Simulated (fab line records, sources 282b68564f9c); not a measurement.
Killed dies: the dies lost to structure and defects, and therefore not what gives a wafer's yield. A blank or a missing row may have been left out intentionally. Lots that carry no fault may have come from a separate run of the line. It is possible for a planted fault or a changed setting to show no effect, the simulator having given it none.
Which tool was responsible? | flow ritCmos | 38 wafers from 14 lots sampled at 6 of the route's 202 steps

## WHAT THE GAUGES READ, wafer by wafer
RIT_GATE_THK_MEAS_07.
lot  | measured    | on           | GATE_OXIDE_THK (nm)
L909 | day 2 09:50 | filmMetro-02 | 3.12 3.08 3.05
L910 | day 2 14:45 | filmMetro-02 | 3.03 3.03 3.12
L912 | day 3 01:04 | filmMetro-04 | 3.10 3.04 3.08
L913 | day 3 09:14 | filmMetro-02 | 2.97 2.99 2.95
L917 | day 4 11:34 | filmMetro-02 | 2.91 2.95 2.92
L918 | day 4 15:44 | filmMetro-01 | 3.14 3.04 3.04
L920 | day 4 23:16 | filmMetro-02 | 2.94 2.91 2.98
L922 | day 5 03:53 | filmMetro-04 | 3.01 3.06 3.04
L923 | day 5 08:40 | filmMetro-01 | 2.92 2.92 2.92
L924 | day 5 14:01 | filmMetro-04 | 2.98 2.93 3.01
L927 | day 6 05:18 | filmMetro-02 | 3.01
L928 | day 6 11:10 | filmMetro-02 | 2.97
L929 | day 6 13:49 | filmMetro-04 | 2.80 2.89 2.88
L930 | day 6 19:29 | filmMetro-02 | 2.93 2.90 2.87

RIT_NLDD_OVL_MEAS_06.
lot  | measured    | on         | NLDD_OVL (nm)
L909 | day 2 17:12 | overlay-02 | -1.6 -1.0 -2.2
L910 | day 2 23:14 | overlay-02 | 1.3 1.2 0.0
L912 | day 3 09:54 | overlay-01 | 0.2 -1.3 -0.5
L913 | day 3 17:53 | overlay-01 | -1.2 -0.8 -0.9
L917 | day 4 20:04 | overlay-01 | -1.8 -2.2 -2.7
L918 | day 4 23:15 | overlay-01 | -1.5 -1.4 -1.6
L920 | day 5 06:45 | overlay-02 | 1.1 2.3 2.5
L922 | day 5 12:11 | overlay-02 | 0.8 0.8 2.2
L923 | day 5 18:22 | overlay-02 | -0.2 -1.2 -1.5
L924 | day 5 21:29 | overlay-02 | -2.8 -4.0 -1.6
L927 | day 6 12:45 | overlay-01 | 0.9
L928 | day 6 18:23 | overlay-02 | -0.3
L929 | day 6 21:07 | overlay-02 | -0.4 -0.8 1.7
L930 | day 7 03:47 | overlay-01 | 1.4 1.6 1.0

RIT_M1_RS_MEAS_01: measurement is done with a four-point probe.
lot  | measured    | on           | M1_AL_RS (ohm/sq)
L909 | day 3 05:17 | filmMetro-02 | 0.0734 0.0735 0.0717
L910 | day 3 11:19 | filmMetro-02 | 0.0748 0.0742 0.0746
L912 | day 3 21:46 | filmMetro-01 | 0.0726 0.0738 0.0739
L913 | day 4 05:37 | filmMetro-01 | 0.0736 0.0736 0.0735
L917 | day 5 07:58 | filmMetro-03 | 0.0723 0.0731 0.0747
L918 | day 5 10:49 | filmMetro-02 | 0.0715 0.0709 0.0713
L920 | day 5 18:31 | filmMetro-01 | 0.0740 0.0736 0.0744
L922 | day 5 23:40 | filmMetro-01 | 0.0716 0.0743 0.0733
L923 | day 6 05:52 | filmMetro-03 | 0.0727 0.0737 0.0746
L924 | day 6 09:06 | filmMetro-02 | 0.0736 0.0737 0.0734
L927 | day 7 00:35 | filmMetro-03 | 0.0918
L928 | day 7 06:12 | filmMetro-01 | 0.0912
L929 | day 7 08:50 | filmMetro-01 | 0.0740 0.0738 0.0727
L930 | day 7 15:19 | filmMetro-01 | 0.0725 0.0714 0.0722

RIT_M1_THK_MEAS_02: measures by xrf.
lot  | measured    | on           | M1_AL_THK (nm)
L909 | day 3 05:23 | filmMetro-02 | 410 408 417
L910 | day 3 11:26 | filmMetro-02 | 402 402 400
L912 | day 3 21:53 | filmMetro-01 | 411 409 403
L913 | day 4 05:44 | filmMetro-01 | 404 403 405
L917 | day 5 08:05 | filmMetro-03 | 409 405 397
L918 | day 5 10:56 | filmMetro-02 | 416 419 419
L920 | day 5 18:38 | filmMetro-01 | 407 405 404
L922 | day 5 23:46 | filmMetro-01 | 418 406 411
L923 | day 6 05:59 | filmMetro-03 | 410 404 397
L924 | day 6 09:13 | filmMetro-02 | 403 405 407
L927 | day 7 00:40 | filmMetro-03 | 326
L928 | day 7 06:19 | filmMetro-01 | 330
L929 | day 7 08:58 | filmMetro-01 | 404 406 415
L930 | day 7 15:26 | filmMetro-01 | 414 419 415

## EACH LOT AND THE TOOL THAT RAN IT (in order: tool; ch and the chambers of the sampled wafers; start)
lot  | RIT_CONTACT_CVD_00             | RIT_M1_SPUTTER_00
L909 | pecvd-02 ch 0,2, day 3 02:21   | pvdSputter-02, day 3 04:57
L910 | pecvd-04 ch 0,1, day 3 08:20   | pvdSputter-03, day 3 11:01
L912 | pecvd-02 ch 0,1, day 3 19:07   | pvdSputter-01, day 3 21:28
L913 | pecvd-04 ch 0,1,2, day 4 03:05 | pvdSputter-02, day 4 05:19
L917 | pecvd-03 ch 0,1,2, day 5 05:10 | pvdSputter-02, day 5 07:41
L918 | pecvd-02 ch 0,1, day 5 08:02   | pvdSputter-01, day 5 10:32
L920 | pecvd-03 ch 0,1, day 5 15:50   | pvdSputter-02, day 5 18:13
L922 | pecvd-04 ch 0,1, day 5 21:06   | pvdSputter-02, day 5 23:20
L923 | pecvd-03 ch 0,1,2, day 6 03:13 | pvdSputter-02, day 6 05:34
L924 | pecvd-02 ch 0,2, day 6 06:22   | pvdSputter-03, day 6 08:48
L927 | pecvd-02 ch 1, day 6 21:51     | pvdSputter-02, day 7 00:22
L928 | pecvd-04 ch 1, day 7 03:40     | pvdSputter-02, day 7 05:55
L929 | pecvd-03 ch 0,1,2, day 7 06:16 | pvdSputter-03, day 7 08:33
L930 | pecvd-02 ch 0,1, day 7 12:41   | pvdSputter-01, day 7 15:01
- RIT_CONTACT_CVD_00: deposits SiO2 from TEOS, target thk 400 nm, time 61 s.
- RIT_M1_SPUTTER_00: material Al, target thk 400 nm, time 500 s.

## WHAT THE TOOLS THEMSELVES READ (means of the sampled wafers that have a number; where no wafer has one, the mark that the record gives instead)
RIT_CONTACT_CVD_00.
lot  | tool     | heaterPowerW (W)
L909 | pecvd-02 | 328
L910 | pecvd-04 | 345
L912 | pecvd-02 | 237
L913 | pecvd-04 | 325
L917 | pecvd-03 | 363
L918 | pecvd-02 | 258
L920 | pecvd-03 | 364
L922 | pecvd-04 | 346
L923 | pecvd-03 | 381
L924 | pecvd-02 | 302
L927 | pecvd-02 | 219
L928 | pecvd-04 | 322
L929 | pecvd-03 | 380
L930 | pecvd-02 | 276

RIT_M1_SPUTTER_00.
lot  | tool          | cathodeDcPowerW (W) | throttleValvePct (%)
L909 | pvdSputter-02 | 2000.0              | 30.7
L910 | pvdSputter-03 | 1999.9              | 30.6
L912 | pvdSputter-01 | 1999.8              | 30.2
L913 | pvdSputter-02 | 2000.1              | 31.0
L917 | pvdSputter-02 | 2000.0              | 30.6
L918 | pvdSputter-01 | 1999.8              | 30.7
L920 | pvdSputter-02 | 2000.3              | 30.3
L922 | pvdSputter-02 | 1999.5              | 30.7
L923 | pvdSputter-02 | 1999.8              | 31.2
L924 | pvdSputter-03 | 2000.1              | 30.3
L927 | pvdSputter-02 | 1999.8              | 32.5
L928 | pvdSputter-02 | 1999.8              | 32.4
L929 | pvdSputter-03 | 2000.2              | 30.4
L930 | pvdSputter-01 | 1999.8              | 30.2

## THE ANSWER, worked out from the rows above alone
Rule: the lots themselves supply what counts as usual. The widest of any qualifying gaps counts: lots, ordered by their means at a reading, are off when they make up no more than a third of the lots, leave a main group of 4 or more, and stand apart from it by 3 or more times the standard deviation of that group's means. The tables above print the reading to a certain number of digits; a main group whose means all agree to those digits is not used. A lot without any number at a reading at which 4 lots or more have one is off too. Where the step has rows for the other lots, those lots are counted as sound. Order of review: gauges by route order, followed by the tools' own readings, for which a lot's mean as printed above is used. The first step at which some lot is off is used, and at that step the reading that is off furthest; a lot without a number counts as furthest.
Off: L927, L928, at RIT_M1_RS_MEAS_01 (M1_AL_RS). The main group: mean 0.0732 ohm/sq, standard deviation 0.00084.
A tool fits if, at a process step before that reading, it ran every lot that is off, and no sound lot after the first of them. Not tried: the gauges at RIT_M1_RS_MEAS_01; whatever is off there is also off at RIT_M1_SPUTTER_00, on other tools, and gauge error can't account for it. One fits: pvdSputter-02 at RIT_M1_SPUTTER_00. Its last sound lot is L923 (day 6 05:34), its first lot that is off L927 (day 7 00:22): a fault that began between those two fits.
On the lots that are off, the tool's own readings at RIT_M1_SPUTTER_00 differ by more than 5 times the standard deviation of the sound lots' means, which bears it out; throttleValvePct reads 32.5 % there versus 30.6 % on the sound lots.

## WHAT THE SIMULATOR PUT IN
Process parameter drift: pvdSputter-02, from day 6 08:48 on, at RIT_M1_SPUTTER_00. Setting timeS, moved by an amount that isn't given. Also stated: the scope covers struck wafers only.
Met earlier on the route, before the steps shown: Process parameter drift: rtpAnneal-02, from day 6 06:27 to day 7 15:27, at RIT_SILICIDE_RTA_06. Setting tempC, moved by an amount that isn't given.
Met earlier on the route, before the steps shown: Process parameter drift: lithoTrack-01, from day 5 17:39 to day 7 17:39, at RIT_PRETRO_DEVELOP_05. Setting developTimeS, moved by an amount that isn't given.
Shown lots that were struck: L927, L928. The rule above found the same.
